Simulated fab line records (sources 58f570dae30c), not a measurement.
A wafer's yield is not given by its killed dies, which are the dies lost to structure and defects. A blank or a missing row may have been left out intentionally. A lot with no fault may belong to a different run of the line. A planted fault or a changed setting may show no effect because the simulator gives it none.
Which tool is to blame? / flow berkeley-cmos170 / 7 lots (21 wafers sampled), 1 step of a 331-step route

== WHAT EACH GAUGE READ, for each wafer ==
UCB170_CONTACT_CD_MEAS_90: the cd target is 700 nm.
lot=L204; measured=day 7 20:43; on=cd-sem-01; cd-nm (nm)=698.0 701.6 699.5
lot=L208; measured=day 8 19:57; on=cd-sem-02; cd-nm (nm)=699.3 699.5 701.3
lot=L209; measured=day 9 10:25; on=cd-sem-02; cd-nm (nm)=698.0 699.3 700.6
lot=L210; measured=day 9 12:11; on=cd-sem-01; cd-nm (nm)=703.0 698.8 703.3
lot=L214; measured=day 10 19:18; on=cd-sem-02; cd-nm (nm)=700.8 703.0 703.1
lot=L221; measured=day 11 22:20; on=cd-sem-01; cd-nm (nm)=700.0 700.2 701.3
lot=L224; measured=day 13 04:35; on=cd-sem-02; cd-nm (nm)=701.2 702.3 702.2

== TOOL THAT RAN EACH LOT (tool first, then ch and the chambers of the sampled wafers, then the start) ==
The record holds no process step before these readings.

== THE ANSWER, worked out from the rows above alone ==
Rule: the usual values come from the lots themselves. The widest of any qualifying gaps counts: lots, ordered by their means at a reading, are off when they make up no more than a third of the lots, leave a main group of 4 or more, and stand apart from it by 3 or more times the standard deviation of that group's means. Not used: any main group whose means are identical at the precision the tables above print for the reading. Also off: a lot with no number at a reading for which 4 or more lots have one. Where the step has rows for the other lots, those lots are counted as sound.
Across all readings shown, no lot is off: no conclusion can be drawn from this.

== WHAT THE SIMULATOR PUT IN ==
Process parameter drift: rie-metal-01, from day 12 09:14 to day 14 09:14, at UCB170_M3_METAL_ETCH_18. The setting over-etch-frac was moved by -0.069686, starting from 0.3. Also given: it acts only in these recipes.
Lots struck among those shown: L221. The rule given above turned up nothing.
